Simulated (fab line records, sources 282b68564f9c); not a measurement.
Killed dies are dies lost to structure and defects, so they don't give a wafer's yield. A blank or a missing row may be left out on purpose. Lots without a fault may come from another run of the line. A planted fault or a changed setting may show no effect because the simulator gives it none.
fab line records | flow rit_cmos
record lots=5 wafers=15 last_day=7
route steps=202 shown PLDD@115 SPACER@125 NSD@131 PSD@142
lots that met no fault: from a run of the same line without faults
start_h: hours from the record's first day to the start of the lot's first wafer shown | wait_h: hours since the lot's step before | " the same as in the row above | L1.1+2: a row that stands for several wafers | - no value, or no start given | * or withheld: withheld | < > ~ a bound
route shown NAME@n: a module of which the file shows steps, and the number in the route of the first | usual: mean/standard deviation of fault-free wafers | same: alike in all rows | chamber/n: place in a boat | sites: the reading at each site | _std_site: their standard deviation | _edge_site: outer sites' mean less inner sites' | radius_mm: how far each site lies from the wafer's centre | mask NAME#n: copy n | behind: the tool/chamber that last shaped the wafer | hold: why the lot was held/for how many hours/how that ended | device: the transistor (n, p or np) that didn't switch | end of line: the same wafers' tests at the end of the route | a step without rows: its recipe alone | killed: dies lost to structure and defects at the first sort, not the wafer's yield | map: a wafer's dies, x killed, . not, _ none there
set.NAME: the setting as run; set.NAME@STEP: as run at that earlier step | model.NAME: the simulator's own value behind a step, which no gauge read
lots at some steps of the route; a table a step, a row a wafer
services: from which hour (start_h, from the record's first day; less than 0 if before it) a tool's chamber was out of use, for how many hours, and why
## steps
# step RIT_PLDD_COAT_01
# recipe resist=NOVOLAK spin_rpm=3250 resist_thk_nm=1000
# usual chill_plate_temp_C=22.99/0.11 resist_line_temp_C=23.00/0.095
# columns lot.wafer tool chamber start_h wait_h chill_plate_temp_C resist_line_temp_C
L074.1 litho_track-01 0 52.84 0.1 23.13 22.96
L074.3 " 0 " " 23.15 22.95
L074.4 " 0 " " 23.12 22.83
L081.2 litho_track-01 0 88.40 0.1 22.87 23.11
L081.3 " 0 " " 22.91 23.02
L081.4 " 0 " " 22.93 23.04
L092.1 litho_track-03 0 137.42 0.1 23.01 22.88
L092.2 " 0 " " 22.91 22.90
L092.5 " 0 " " 22.89 23.09
L093.3 litho_track-03 0 141.85 0.1 22.89 22.94
L093.4 " 0 " " 22.97 22.79
L093.6 " 0 " " 22.92 23.00
L097.1 litho_track-03 0 163.54 0.1 22.99 22.98
L097.5 " 0 " " 23.24 22.85
L097.6 " 0 " " 23.02 22.92
# step RIT_PLDD_SOFTBAKE_02
# recipe resist=NOVOLAK temp_c=90 time_s=58.53
# usual chill_plate_temp_C=22.98/0.12 resist_line_temp_C=22.99/0.12
# columns lot.wafer tool chamber start_h wait_h chill_plate_temp_C resist_line_temp_C
L074.1 litho_track-01 0 52.99 0.1 23.04 23.00
L074.3 " 0 " " 22.96 22.99
L074.4 " 0 " " 22.95 23.03
L081.2 litho_track-01 0 88.55 0.1 23.00 22.94
L081.3 " 0 " " 22.79 22.89
L081.4 " 0 " " 22.78 23.04
L092.1 litho_track-03 0 137.57 0.1 23.02 23.12
L092.2 " 0 " " 23.11 23.09
L092.5 " 0 " " 22.79 23.25
L093.3 litho_track-03 0 142.00 0.1 22.96 23.05
L093.4 " 0 " " 23.00 22.89
L093.6 " 0 " " 23.00 22.80
L097.1 litho_track-03 0 163.69 0.1 23.19 23.03
L097.5 " 0 " " 23.02 22.90
L097.6 " 0 " " 22.98 22.95
# step RIT_PLDD_EXPOSE_03
# recipe mask_id=M8 na=0.57 target_cd_nm=40900 dose_mj=250
# columns lot.wafer tool chamber start_h wait_h mask
L074.1+3+4 iline_stepper-02 0 53.14 0.1 M8#0
L081.2+3+4 iline_stepper-01 0 88.82 0.2 M8#0
L092.1+2+5 iline_stepper-02 0 137.72 0.1 M8#0
L093.3+4+6 iline_stepper-01 0 142.27 0.2 M8#0
L097.1+5+6 iline_stepper-01 0 163.96 0.3 M8#0
# step RIT_PLDD_PEB_04
# recipe resist=NOVOLAK temp_c=withheld time_s=withheld
# usual chill_plate_temp_C=* resist_line_temp_C=*
# columns lot.wafer tool chamber start_h wait_h chill_plate_temp_C resist_line_temp_C
L074.1 litho_track-04 0 53.26 0.1 * *
L074.3 " 0 " " * *
L074.4 " 0 " " * *
L081.2 litho_track-04 0 88.94 0.1 * *
L081.3 " 0 " " * *
L081.4 " 0 " " * *
L092.1 litho_track-04 0 137.84 0.1 * *
L092.2 " 0 " " * *
L092.5 " 0 " " * *
L093.3 litho_track-01 0 142.64 0.4 * *
L093.4 " 0 " " * *
L093.6 " 0 " " * *
L097.1 litho_track-01 0 164.08 0.1 * *
L097.5 " 0 " " * *
L097.6 " 0 " " * *
# step RIT_PLDD_DEVELOP_05
# recipe resist=NOVOLAK develop_time_s=50 dev_temp_c=23
# usual chill_plate_temp_C=23.00/0.1 resist_line_temp_C=22.99/0.11
# columns lot.wafer tool chamber start_h wait_h chill_plate_temp_C resist_line_temp_C
L074.1 litho_track-04 0 - - 23.05 22.86
L074.3 " 0 " " 23.24 22.77
L074.4 " 0 " " 23.08 22.90
L081.2 litho_track-04 0 - - 22.89 23.05
L081.3 " 0 " " 23.00 22.94
L081.4 " 0 " " 22.93 23.02
L092.1 litho_track-04 0 - - 23.08 22.84
L092.2 " 0 " " 23.08 22.81
L092.5 " 0 " " 23.12 22.94
L093.3 litho_track-01 0 - - 23.19 23.00
L093.4 " 0 " " 23.20 22.86
L093.6 " 0 " " 23.05 22.94
L097.1 litho_track-01 0 - - 22.92 22.93
L097.5 " 0 " " 23.14 23.05
L097.6 " 0 " " 23.04 22.99
# step RIT_PLDD_OVL_MEAS_06
# usual PLDD_OVL=0.8/1.8
# columns lot.wafer tool chamber start_h wait_h PLDD_OVL[nm]
L074.1 overlay-02 - 53.54 - 2.5
L074.3 " - " " 2.8
L074.4 " - " " 2.4
L081.2 overlay-01 - 89.20 - 0.2
L081.3 " - " " -0.2
L081.4 " - " " -1.8
L092.1 overlay-01 - 138.12 - 2.2
L092.2 " - " " 2.0
L092.5 " - " " 2.5
L093.3 overlay-02 - 142.89 - -2.2
L093.4 " - " " -2.7
L093.6 " - " " -3.1
L097.1 overlay-02 - 164.36 - 0.1
L097.5 " - " " 0.6
L097.6 " - " " 0.6
# step RIT_PLDD_HARDBAKE_07
# recipe resist=NOVOLAK temp_c=140 time_s=60
# usual chill_plate_temp_C=22.99/0.12 resist_line_temp_C=22.97/0.11
# columns lot.wafer tool chamber start_h wait_h chill_plate_temp_C resist_line_temp_C
L074.1 litho_track-01 0 53.58 0.0 23.03 23.05
L074.3 " 0 " " 23.02 23.21
L074.4 " 0 " " 22.93 22.97
L081.2 litho_track-01 0 89.26 0.0 22.75 23.12
L081.3 " 0 " " 22.92 23.10
L081.4 " 0 " " 22.96 23.15
L092.1 litho_track-04 0 138.16 0.0 22.78 23.00
L092.2 " 0 " " 22.89 22.89
L092.5 " 0 " " 22.82 22.82
L093.3 litho_track-03 0 142.96 0.1 23.10 23.09
L093.4 " 0 " " 22.93 22.94
L093.6 " 0 " " 22.80 23.09
L097.1 litho_track-03 0 164.40 0.0 23.03 22.94
L097.5 " 0 " " 23.05 23.12
L097.6 " 0 " " 23.17 22.90
# step RIT_PLDD_IMPLANT_08
# recipe species=BF2 energy_kev=20 dose_cm2=9e+14 tilt_deg=7
# usual beam_on_s=10.00/0.19
# columns lot.wafer tool chamber start_h wait_h beam_on_s
L074.1 implanter-03 0 53.73 0.1 10.32
L074.3 " 0 " " 10.12
L074.4 " 0 " " 9.87
L081.2 implanter-04 0 89.41 0.1 9.81
L081.3 " 0 " " 9.96
L081.4 " 0 " " 9.86
L092.1 implanter-03 0 138.31 0.1 9.88
L092.2 " 0 " " 9.95
L092.5 " 0 " " 10.05
L093.3 implanter-03 0 143.11 0.1 10.18
L093.4 " 0 " " 10.18
L093.6 " 0 " " 10.10
L097.1 implanter-04 0 164.55 0.1 9.78
L097.5 " 0 " " 10.09
L097.6 " 0 " " 9.93
# step RIT_PLDD_STRIP_09
# recipe chemistry=O2 time_s=180 resist=NOVOLAK platen_temp_c=withheld power_w=500 pressure_mtorr=4000 o2_flow_sccm=4000
# usual drypump_motor_current_A=6.18/0.29
# columns lot.wafer tool chamber start_h wait_h drypump_motor_current_A rf_hours_counter_h
L074.1 plasma_asher-03 1 53.88 0.1 6.30 41
L074.3 " 1 " " 6.32 -
L074.4 " 0 " " 6.07 -
L081.2 plasma_asher-04 0 89.53 0.1 5.83 39
L081.3 " 1 " " 5.59 -
L081.4 " 0 " " 5.84 -
L092.1 plasma_asher-04 1 138.46 0.1 5.58 44
L092.2 " 0 " " 5.88 44
L092.5 " 0 " " 5.88 -
L093.3 plasma_asher-03 1 143.27 0.1 6.29 -
L093.4 " 0 " " 6.05 -
L093.6 " 0 " " 6.07 -
L097.1 plasma_asher-03 1 164.70 0.1 6.30 54
L097.5 " 0 " " 6.07 -
L097.6 " 1 " " 6.32 -
# step RIT_PLDD_TW_MEAS_10
# usual PLDD_TW=2352/24
# columns lot.wafer tool chamber start_h wait_h PLDD_TW
L074.1 film_metro-03 - 54.05 0.1 2358
L074.3 " - " " 2367
L074.4 " - " " 2365
L081.2 film_metro-04 - 89.72 0.1 2321
L081.3 " - " " 2318
L081.4 " - " " 2329
L092.1 film_metro-04 - 138.64 0.1 2337
L092.2 " - " " 2327
L092.5 " - " " 2331
L093.3 film_metro-02 - 143.41 0.1 2385
L093.4 " - " " 2369
L093.6 " - " " 2388
L097.1 film_metro-04 - 164.91 0.1 2346
L097.5 " - " " 2333
L097.6 " - " " 2337
# step RIT_SPACER_CLEAN_00
# recipe chemistry=SC1 mix=3:3:50 time_s=600 temp_c=75
# columns lot.wafer tool chamber start_h wait_h
L074.1+3+4 wet_bench-02 1 54.11 0.1
L081.2+3+4 wet_bench-03 0 89.77 0.0
L092.1+2+5 wet_bench-03 3 138.70 0.1
L093.3+4+6 wet_bench-03 3 143.45 0.0
L097.1+5+6 wet_bench-02 1 164.97 0.1
# step RIT_SPACER_CLEAN_01
# recipe chemistry=dHF dilution=50:1 time_s=30
# columns lot.wafer tool chamber start_h wait_h
L074.1+3+4 wet_bench-03 1 54.29 0.0
L081.2+3+4 wet_bench-04 1 89.94 0.0
L092.1+2+5 wet_bench-02 3 138.87 0.0
L093.3+4+6 wet_bench-04 1 143.62 0.0
L097.1+5+6 wet_bench-03 0 165.14 0.0
# step RIT_SPACER_CLEAN_02
# recipe chemistry=SC2 mix=3:3:50 time_s=600 temp_c=75 dry=n2_spin
# columns lot.wafer tool chamber start_h wait_h
L074.1+3+4 wet_bench-04 1 54.31 0.0
L081.2+3+4 wet_bench-02 0 89.96 0.0
L092.1+2+5 wet_bench-04 1 138.89 0.0
L093.3+4+6 wet_bench-02 1 143.64 0.0
L097.1+5+6 wet_bench-02 3 165.16 0.0
# step RIT_SPACER_CVD_03
# recipe material=Si3N4 target_thk_nm=250 temp_c=810 precursor=SiH2Cl2/NH3 time_s=3300 pressure_mtorr=300 sih2cl2_flow_sccm=60 nh3_flow_sccm=150
# usual nh3_flow_sccm=150.0/0.48 susceptor_temp_C=810.0/0.36
# columns lot.wafer tool chamber start_h wait_h nh3_flow_sccm susceptor_temp_C
L074.1 lpcvd-01 0 54.50 0.0 149.5 810.9
L074.3 " 0 " " 149.8 809.9
L074.4 " 0 " " 149.8 810.1
L081.2 lpcvd-01 1 90.13 0.0 149.9 810.3
L081.3 " 1 " " 150.4 810.0
L081.4 " 1 " " 150.6 810.2
L092.1 lpcvd-01 0 139.06 0.0 148.8 809.5
L092.2 " 0 " " 149.6 810.0
L092.5 " 0 " " 149.8 809.4
L093.3 lpcvd-02 0 144.04 0.2 149.2 809.8
L093.4 " 0 " " 149.6 809.7
L093.6 " 0 " " 150.3 809.9
L097.1 lpcvd-02 0 166.27 0.9 150.1 809.6
L097.5 " 0 " " 150.1 809.2
L097.6 " 0 " " 149.7 810.0
# step RIT_SPACER_THK_MEAS_04
# recipe reads=Si3N4_of_SPACER_CVD_03
# usual SPACER_NITRIDE_THK=249.1/2.2
# columns lot.wafer tool chamber start_h wait_h SPACER_NITRIDE_THK[nm]
L074.1 film_metro-02 - 56.41 0.0 250.1
L074.3 " - " " 249.1
L074.4 " - " " 251.9
L081.2 film_metro-02 - 92.06 0.0 250.7
L081.3 " - " " 250.2
L081.4 " - " " 253.2
L092.1 film_metro-04 - 141.94 0.0 247.9
L092.2 " - " " 247.5
L092.5 " - " " 250.2
L093.3 film_metro-01 - 145.97 0.0 247.2
L093.4 " - " " 249.5
L093.6 " - " " 248.6
L097.1 film_metro-04 - 168.18 0.0 249.7
L097.5 " - " " 247.4
L097.6 " - " " 248.4
# step RIT_SPACER_ETCHBACK_05
# recipe target_depth_a=2500 SF6_flow_sccm=30 CHF3_flow_sccm=30 target=Si3N4 chemistry=SF6/CHF3 pressure_mtorr=40 rf_w=250 time_s=240 stop_on=SiO2
# usual drypump_motor_current_A=5.5/0.34 oes_product_au=0.845/0.02 rf_fwd_power_W=249.2/0.77 throttle_valve_pct=10.27/0.11
# columns lot.wafer tool chamber start_h wait_h drypump_motor_current_A oes_product_au rf_fwd_power_W rf_hours_counter_h throttle_valve_pct
L074.1 rie_diel-01 0 56.47 0.1 5.2 0.830 248.2 167 10.29
L074.3 " 3 " " 5.4 0.853 248.4 5 10.45
L074.4 " 2 " " 5.4 0.854 249.7 121 10.16
L081.2 rie_diel-02 0 92.11 0.0 5.6 0.844 251.2 9 10.02
L081.3 " 1 " " 5.7 0.873 248.9 58 10.33
L081.4 " 2 " " 6.0 0.879 250.2 - 10.20
L092.1 rie_diel-04 1 142.00 0.1 5.9 0.824 249.0 2 10.40
L092.2 " 0 " " 5.2 0.853 249.3 8 10.22
L092.5 " 0 " " 5.2 0.868 249.0 - 10.23
L093.3 rie_diel-02 1 146.01 0.0 5.8 0.867 248.8 60 10.34
L093.4 " 0 " " 5.7 0.843 251.1 10 10.02
L093.6 " 0 " " 5.6 0.837 250.0 - 10.02
L097.1 rie_diel-02 1 168.24 0.1 5.7 0.870 248.5 60 10.33
L097.5 " 0 " " 5.6 0.835 248.9 - 10.01
L097.6 " 3 " " 5.6 0.837 249.0 - 10.32
# step RIT_NSD_HMDS_00
# recipe prime_time_s=60 prime_temp_c=140
# usual chill_plate_temp_C=22.99/0.1 resist_line_temp_C=23.04/0.099
# columns lot.wafer tool chamber start_h wait_h chill_plate_temp_C resist_line_temp_C
L074.1 litho_track-04 0 56.62 0.1 22.77 22.99
L074.3 " 0 " " 23.09 23.05
L074.4 " 0 " " 23.05 23.17
L081.2 litho_track-02 0 92.29 0.1 22.98 23.04
L081.3 " 0 " " 22.96 23.01
L081.4 " 0 " " 23.06 23.09
L092.1 litho_track-03 0 142.15 0.1 22.83 23.02
L092.2 " 0 " " 23.01 23.13
L092.5 " 0 " " 23.03 23.02
L093.3 litho_track-03 0 146.21 0.1 23.05 23.10
L093.4 " 0 " " 22.84 23.07
L093.6 " 0 " " 22.96 23.08
L097.1 litho_track-04 0 168.39 0.1 23.00 22.92
L097.5 " 0 " " 23.04 23.14
L097.6 " 0 " " 23.03 22.93
# step RIT_NSD_COAT_01
# recipe resist=NOVOLAK spin_rpm=3250 resist_thk_nm=1000
# usual chill_plate_temp_C=23.03/0.1 resist_line_temp_C=23.00/0.11
# columns lot.wafer tool chamber start_h wait_h chill_plate_temp_C resist_line_temp_C
L074.1 litho_track-04 0 56.77 0.1 23.20 22.79
L074.3 " 0 " " 22.91 23.08
L074.4 " 0 " " 23.15 22.84
L081.2 litho_track-02 0 92.44 0.1 22.92 22.98
L081.3 " 0 " " 23.03 22.97
L081.4 " 0 " " 23.01 23.07
L092.1 litho_track-03 0 142.30 0.1 23.08 23.06
L092.2 " 0 " " 23.15 22.89
L092.5 " 0 " " 22.90 22.90
L093.3 litho_track-03 0 146.36 0.1 22.98 23.11
L093.4 " 0 " " 23.08 23.06
L093.6 " 0 " " 22.86 22.90
L097.1 litho_track-04 0 168.54 0.1 23.18 22.88
L097.5 " 0 " " 23.03 22.93
L097.6 " 0 " " 22.99 22.83
# step RIT_NSD_SOFTBAKE_02
# recipe resist=NOVOLAK temp_c=90 time_s=62.74
# usual chill_plate_temp_C=22.97/0.099 plate_sensor_t_centre_C=90.969/0.011 plate_sensor_t_edge_C=91.021/0.011 resist_line_temp_C=23.00/0.11
# columns lot.wafer tool chamber start_h wait_h chill_plate_temp_C plate_sensor_t_centre_C plate_sensor_t_edge_C resist_line_temp_C
L074.1 litho_track-04 0 56.92 0.1 22.97 90.958 91.005 22.98
L074.3 " 0 " " 23.00 90.970 91.002 22.97
L074.4 " 0 " " 22.82 90.982 91.025 22.89
L081.2 litho_track-02 0 92.59 0.1 22.79 90.940 91.028 23.01
L081.3 " 0 " " 22.76 90.970 91.006 23.02
L081.4 " 0 " " 22.77 90.982 91.031 23.11
L092.1 litho_track-03 0 142.45 0.1 23.00 90.964 91.038 22.84
L092.2 " 0 " " 22.86 90.974 91.032 22.86
L092.5 " 0 " " 22.96 90.969 91.026 23.02
L093.3 litho_track-03 0 146.51 0.1 23.00 90.951 91.025 23.15
L093.4 " 0 " " 22.94 90.971 91.020 23.07
L093.6 " 0 " " 22.89 90.976 91.031 23.03
L097.1 litho_track-04 0 168.69 0.1 22.78 90.968 91.012 22.97
L097.5 " 0 " " 22.95 90.967 91.014 22.99
L097.6 " 0 " " 22.95 90.968 91.024 23.17
# step RIT_NSD_EXPOSE_03
# recipe mask_id=M9 na=0.57 target_cd_nm=40700 dose_mj=250
# columns lot.wafer tool chamber start_h wait_h mask
L074.1+3+4 iline_stepper-01 0 57.07 0.1 M9#0
L081.2+3+4 iline_stepper-01 0 92.73 0.1 M9#0
L092.1+2+5 iline_stepper-01 0 142.60 0.1 M9#0
L093.3+4+6 iline_stepper-01 0 146.65 0.1 M9#0
L097.1+5+6 iline_stepper-02 0 168.84 0.1 M9#0
# step RIT_NSD_PEB_04
# recipe resist=NOVOLAK temp_c=withheld time_s=withheld
# usual chill_plate_temp_C=* resist_line_temp_C=*
# columns lot.wafer tool chamber start_h wait_h chill_plate_temp_C resist_line_temp_C
L074.1 litho_track-04 0 57.19 0.1 * *
L074.3 " 0 " " * *
L074.4 " 0 " " * *
L081.2 litho_track-03 0 92.85 0.1 * *
L081.3 " 0 " " * *
L081.4 " 0 " " * *
L092.1 litho_track-02 0 142.71 0.1 * *
L092.2 " 0 " " * *
L092.5 " 0 " " * *
L093.3 litho_track-03 0 146.78 0.1 * *
L093.4 " 0 " " * *
L093.6 " 0 " " * *
L097.1 litho_track-02 0 168.96 0.1 * *
L097.5 " 0 " " * *
L097.6 " 0 " " * *
# step RIT_NSD_DEVELOP_05
# recipe resist=NOVOLAK develop_time_s=50 dev_temp_c=23
# usual chill_plate_temp_C=23.00/0.1 resist_line_temp_C=23.02/0.11
# columns lot.wafer tool chamber start_h wait_h chill_plate_temp_C resist_line_temp_C
L074.1 litho_track-04 0 - - 23.13 23.06
L074.3 " 0 " " 23.09 23.17
L074.4 " 0 " " 23.03 23.00
L081.2 litho_track-03 0 - - 23.06 22.91
L081.3 " 0 " " 22.94 23.04
L081.4 " 0 " " 23.07 23.01
L092.1 litho_track-02 0 - - 22.98 23.08
L092.2 " 0 " " 22.99 22.98
L092.5 " 0 " " 23.08 23.01
L093.3 litho_track-03 0 - - 23.14 23.15
L093.4 " 0 " " 23.02 23.14
L093.6 " 0 " " 23.06 23.06
L097.1 litho_track-02 0 - - 22.94 22.89
L097.5 " 0 " " 23.03 22.93
L097.6 " 0 " " 23.08 22.98
# step RIT_NSD_OVL_MEAS_06
# usual NSD_OVL=1.6/1
# columns lot.wafer tool chamber start_h wait_h NSD_OVL[nm]
L074.1 overlay-01 - 57.47 - 3.7
L074.3 " - " " 4.9
L074.4 " - " " 4.8
L081.2 overlay-02 - 93.12 - 1.7
L081.3 " - " " 1.8
L081.4 " - " " 2.0
L092.1 overlay-01 - 143.00 - 3.5
L092.2 " - " " 0.8
L092.5 " - " " 1.7
L093.3 overlay-02 - 147.02 - 1.2
L093.4 " - " " 3.3
L093.6 " - " " 2.5
L097.1 overlay-01 - 169.24 - 1.4
L097.5 " - " " 2.3
L097.6 " - " " 3.7
# step RIT_NSD_HARDBAKE_07
# recipe resist=NOVOLAK temp_c=140 time_s=60
# usual chill_plate_temp_C=23.03/0.096 resist_line_temp_C=22.99/0.12
# columns lot.wafer tool chamber start_h wait_h chill_plate_temp_C resist_line_temp_C
L074.1 litho_track-02 0 57.51 0.0 22.96 23.11
L074.3 " 0 " " 22.98 22.96
L074.4 " 0 " " 22.90 23.01
L081.2 litho_track-02 0 93.17 0.0 22.98 22.90
L081.3 " 0 " " 23.09 22.89
L081.4 " 0 " " 22.98 22.80
L092.1 litho_track-02 0 143.03 0.0 22.95 22.84
L092.2 " 0 " " 22.99 23.02
L092.5 " 0 " " 23.01 22.88
L093.3 litho_track-03 0 147.10 0.1 23.15 23.03
L093.4 " 0 " " 23.24 23.01
L093.6 " 0 " " 23.04 22.92
L097.1 litho_track-02 0 169.28 0.0 23.22 23.24
L097.5 " 0 " " 23.17 23.25
L097.6 " 0 " " 23.11 23.18
# step RIT_NSD_IMPLANT_08
# recipe species=P energy_kev=25 dose_cm2=1e+15 tilt_deg=7
# usual beam_on_s=9.98/0.2
# columns lot.wafer tool chamber start_h wait_h beam_on_s
L074.1 implanter-03 0 57.66 0.1 9.87
L074.3 " 0 " " 10.27
L074.4 " 0 " " 10.04
L081.2 implanter-01 0 93.32 0.1 10.02
L081.3 " 0 " " 10.09
L081.4 " 0 " " 9.87
L092.1 implanter-02 0 143.18 0.1 10.35
L092.2 " 0 " " 10.32
L092.5 " 0 " " 10.21
L093.3 implanter-02 0 147.25 0.1 9.79
L093.4 " 0 " " 10.20
L093.6 " 0 " " 9.83
L097.1 implanter-02 0 169.43 0.1 9.83
L097.5 " 0 " " 10.01
L097.6 " 0 " " 9.95
# step RIT_NSD_STRIP_09
# recipe chemistry=O2 time_s=180 resist=NOVOLAK platen_temp_c=withheld power_w=500 pressure_mtorr=4000 o2_flow_sccm=4000
# usual drypump_motor_current_A=5.9/0.48
# columns lot.wafer tool chamber start_h wait_h drypump_motor_current_A rf_hours_counter_h
L074.1 plasma_asher-01 1 57.81 0.1 5.2 26
L074.3 " 1 " " 5.1 -
L074.4 " 0 " " 6.2 -
L081.2 plasma_asher-01 1 93.45 0.1 5.2 31
L081.3 " 1 " " 5.2 -
L081.4 " 0 " " 6.2 -
L092.1 plasma_asher-01 1 143.33 0.1 5.2 37
L092.2 " 0 " " 6.2 37
L092.5 " 0 " " 6.2 -
L093.3 plasma_asher-01 1 147.41 0.1 5.2 -
L093.4 " 0 " " 6.2 -
L093.6 " 1 " " 5.2 -
L097.1 plasma_asher-03 1 169.58 0.1 6.3 55
L097.5 " 1 " " 6.4 -
L097.6 " 0 " " 6.1 -
# step RIT_NSD_TW_MEAS_10
# usual NSD_TW=3141/31
# columns lot.wafer tool chamber start_h wait_h NSD_TW
L074.1 film_metro-02 - 57.98 0.1 3166
L074.3 " - " " 3161
L074.4 " - " " 3153
L081.2 film_metro-03 - 93.63 0.1 3151
L081.3 " - " " 3120
L081.4 " - " " 3137
L092.1 film_metro-03 - 143.51 0.1 3182
L092.2 " - " " 3153
L092.5 " - " " 3173
L093.3 film_metro-03 - 147.54 0.1 3149
L093.4 " - " " 3144
L093.6 " - " " 3152
L097.1 film_metro-02 - 169.76 0.1 3164
L097.5 " - " " 3156
L097.6 " - " " 3165
# step RIT_PSD_HMDS_00
# recipe prime_time_s=60 prime_temp_c=140
# usual chill_plate_temp_C=22.97/0.11 resist_line_temp_C=23.03/0.13
# columns lot.wafer tool chamber start_h wait_h chill_plate_temp_C resist_line_temp_C
L074.1 litho_track-03 0 58.04 0.1 22.86 23.22
L074.3 " 0 " " 22.91 23.14
L074.4 " 0 " " 22.98 23.10
L081.2 litho_track-03 0 93.79 0.2 23.06 23.04
L081.3 " 0 " " 23.00 23.25
L081.4 " 0 " " 22.98 23.24
L092.1 litho_track-02 0 143.57 0.1 22.88 22.94
L092.2 " 0 " " 22.67 23.03
L092.5 " 0 " " 22.81 22.94
L093.3 litho_track-03 0 147.63 0.1 23.11 22.90
L093.4 " 0 " " 23.07 23.09
L093.6 " 0 " " 22.87 23.03
L097.1 litho_track-01 0 169.98 0.2 23.04 23.04
L097.5 " 0 " " 23.12 22.92
L097.6 " 0 " " 23.06 22.82
# step RIT_PSD_COAT_01
# recipe resist=NOVOLAK spin_rpm=3250 resist_thk_nm=1007
# usual chill_plate_temp_C=22.98/0.092 resist_line_temp_C=23.00/0.098
# columns lot.wafer tool chamber start_h wait_h chill_plate_temp_C resist_line_temp_C
L074.1 litho_track-03 0 58.19 0.1 23.10 22.94
L074.3 " 0 " " 22.91 22.98
L074.4 " 0 " " 23.03 22.87
L081.2 litho_track-03 0 93.94 0.1 22.99 23.13
L081.3 " 0 " " 22.87 23.03
L081.4 " 0 " " 22.83 23.12
L092.1 litho_track-02 0 143.72 0.1 22.87 23.12
L092.2 " 0 " " 23.10 23.20
L092.5 " 0 " " 22.92 23.27
L093.3 litho_track-03 0 147.78 0.1 23.00 22.94
L093.4 " 0 " " 22.88 22.93
L093.6 " 0 " " 22.88 22.93
L097.1 litho_track-01 0 170.13 0.1 23.16 22.85
L097.5 " 0 " " 22.84 22.98
L097.6 " 0 " " 22.93 22.96
# step RIT_PSD_SOFTBAKE_02
# recipe resist=NOVOLAK temp_c=90 time_s=60
# usual chill_plate_temp_C=23.02/0.11 resist_line_temp_C=22.98/0.099
# columns lot.wafer tool chamber start_h wait_h chill_plate_temp_C resist_line_temp_C
L074.1 litho_track-03 0 58.34 0.1 23.03 23.10
L074.3 " 0 " " 22.94 23.13
L074.4 " 0 " " 22.95 23.03
L081.2 litho_track-03 0 94.09 0.1 23.00 22.93
L081.3 " 0 " " 23.09 23.13
L081.4 " 0 " " 23.12 22.97
L092.1 litho_track-02 0 143.87 0.1 22.98 23.03
L092.2 " 0 " " 22.88 23.07
L092.5 " 0 " " 22.81 22.94
L093.3 litho_track-03 0 147.93 0.1 23.05 23.10
L093.4 " 0 " " 22.93 23.08
L093.6 " 0 " " 22.89 23.03
L097.1 litho_track-01 0 170.28 0.1 23.18 22.89
L097.5 " 0 " " 23.29 22.79
L097.6 " 0 " " 22.92 23.01
# step RIT_PSD_EXPOSE_03
# recipe mask_id=M10 na=0.57 target_cd_nm=40900 dose_mj=250
# columns lot.wafer tool chamber start_h wait_h mask
L074.1+3+4 iline_stepper-02 0 58.63 0.3 M10#0
L081.2+3+4 iline_stepper-02 0 94.24 0.1 M10#0
L092.1+2+5 iline_stepper-02 0 144.02 0.1 M10#0
L093.3+4+6 iline_stepper-01 0 148.20 0.2 M10#0
L097.1+5+6 iline_stepper-02 0 170.55 0.2 M10#0
# step RIT_PSD_PEB_04
# recipe resist=NOVOLAK temp_c=withheld time_s=withheld
# usual chill_plate_temp_C=* resist_line_temp_C=*
# columns lot.wafer tool chamber start_h wait_h chill_plate_temp_C resist_line_temp_C
L074.1 litho_track-01 0 59.03 0.4 * *
L074.3 " 0 " " * *
L074.4 " 0 " " * *
L081.2 litho_track-03 0 94.36 0.1 * *
L081.3 " 0 " " * *
L081.4 " 0 " " * *
L092.1 litho_track-01 0 144.41 0.4 * *
L092.2 " 0 " " * *
L092.5 " 0 " " * *
L093.3 litho_track-02 0 148.33 0.1 * *
L093.4 " 0 " " * *
L093.6 " 0 " " * *
L097.1 litho_track-01 0 170.67 0.1 * *
L097.5 " 0 " " * *
L097.6 " 0 " " * *
# step RIT_PSD_DEVELOP_05
# recipe resist=NOVOLAK develop_time_s=50 dev_temp_c=23
# usual chill_plate_temp_C=23.00/0.11 resist_line_temp_C=23.02/0.12
# columns lot.wafer tool chamber start_h wait_h chill_plate_temp_C resist_line_temp_C
L074.1 litho_track-01 0 - - 23.21 22.77
L074.3 " 0 " " 23.26 22.93
L074.4 " 0 " " 23.17 22.91
L081.2 litho_track-03 0 - - 23.03 23.00
L081.3 " 0 " " 23.00 23.10
L081.4 " 0 " " 23.17 23.01
L092.1 litho_track-01 0 - - 22.94 23.07
L092.2 " 0 " " 23.06 23.13
L092.5 " 0 " " 23.10 23.12
L093.3 litho_track-02 0 - - 22.98 22.90
L093.4 " 0 " " 22.89 23.13
L093.6 " 0 " " 23.05 23.00
L097.1 litho_track-01 0 - - 23.08 23.26
L097.5 " 0 " " 23.16 23.05
L097.6 " 0 " " 23.15 23.13
# step RIT_PSD_OVL_MEAS_06
# usual PSD_OVL=-0.2/1.3
# columns lot.wafer tool chamber start_h wait_h PSD_OVL[nm]
L074.1 overlay-01 - 59.32 - 0.7
L074.3 " - " " 0.8
L074.4 " - " " 0.2
L081.2 overlay-01 - 94.63 - -1.0
L081.3 " - " " -1.9
L081.4 " - " " -1.7
L092.1 overlay-02 - 144.70 - 0.1
L092.2 " - " " 1.7
L092.5 " - " " 2.0
L093.3 overlay-02 - 148.57 - -1.9
L093.4 " - " " -1.3
L093.6 " - " " -1.5
L097.1 overlay-02 - 170.95 - 1.3
L097.5 " - " " -0.4
L097.6 " - " " 1.3
## services
# columns tool chamber start_h hours kind
implanter-03 - 36.83 0.6 repair
implanter-02 - 42.16 2.6 repair
plasma_asher-04 - 46.63 28.1 pm
implanter-01 - 47.18 4.6 repair
rie_diel-01 1 57.88 3.0 repair
iline_stepper-01 - 58.23 2.1 pm
implanter-03 - 61.11 5.4 pm
lpcvd-01 - 66.28 0.8 repair
implanter-03 - 68.10 1.8 repair
rie_diel-01 - 73.33 0.3 repair
rie_diel-01 0 73.67 9.9 repair
lpcvd-01 - 76.28 0.8 repair
rie_diel-04 3 77.15 7.1 repair
plasma_asher-04 - 86.48 2.8 pm
rie_diel-02 0 97.91 5.5 repair
rie_diel-02 - 104.93 0.2 repair
iline_stepper-01 - 105.38 7.3 repair
implanter-03 - 113.48 1.1 repair
plasma_asher-01 - 114.96 0.6 repair
iline_stepper-02 - 116.02 1.0 repair
wet_bench-03 - 117.86 1.9 pm
plasma_asher-03 - 121.60 2.2 repair
lpcvd-02 - 135.21 2.8 pm
lpcvd-01 - 162.26 1.1 repair
## key
fault none
